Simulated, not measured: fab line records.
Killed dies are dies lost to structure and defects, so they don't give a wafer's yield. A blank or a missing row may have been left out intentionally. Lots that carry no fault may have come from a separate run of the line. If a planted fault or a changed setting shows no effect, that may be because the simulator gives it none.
Which tool is to blame? | flow berkeleyCmos170 | 6 lots, 18 wafers sampled, at 2 steps of a route of 331

WHAT EACH GAUGE READ, for each wafer
UCB170_NWELL_THK_MEAS_05.
lot  | measured    | on           | NWELL_NITRIDE_THK (nm)
L353 | day 2 15:10 | filmMetro-01 | 224.7 227.2 226.3
L355 | day 2 20:03 | filmMetro-01 | 222.7 222.5 222.3
L358 | day 3 13:02 | filmMetro-01 | 227.2 226.2 227.2
L367 | day 5 14:38 | filmMetro-01 | 224.1 225.0 225.2
L369 | day 6 00:31 | filmMetro-03 | 225.1 227.4 227.8
L373 | day 6 15:49 | filmMetro-03 | 228.8 226.4 229.0

WHICH TOOL RAN EACH LOT (tool, then ch and the chambers of the sampled wafers, then the start)
lot  | UCB170_NWELL_CVD_04
L353 | lpcvd-02 ch 0, day 2 13:14
L355 | lpcvd-02 ch 1, day 2 18:07
L358 | lpcvd-02 ch 1, day 3 11:05
L367 | lpcvd-01 ch 0, day 5 11:39
L369 | lpcvd-02 ch 0, day 5 22:34
L373 | lpcvd-02 ch 0, day 6 13:49
- UCB170_NWELL_CVD_04: deposits Si3N4 from SiH2Cl2/NH3, target thk 224 nm, time 3360 s.

THE ANSWER, worked out from the rows above alone
Rule: usual is defined by the lots themselves. Put in order of their means at a reading, lots are off if they are a third of the lots or fewer, leave a main group of 4 or more, and stand apart from it by a gap of 3 or more times the standard deviation of the main group's means; of several such gaps the widest counts. The tables above print the reading to a certain number of digits; a main group whose means all agree to those digits is not used. Also off: a lot with no number at a reading for which 4 or more lots have one. The other lots that the step has rows for count as sound.
Across all readings shown, no lot is off: no conclusion can be drawn from this.

WHAT THE SIMULATOR HAD PUT IN
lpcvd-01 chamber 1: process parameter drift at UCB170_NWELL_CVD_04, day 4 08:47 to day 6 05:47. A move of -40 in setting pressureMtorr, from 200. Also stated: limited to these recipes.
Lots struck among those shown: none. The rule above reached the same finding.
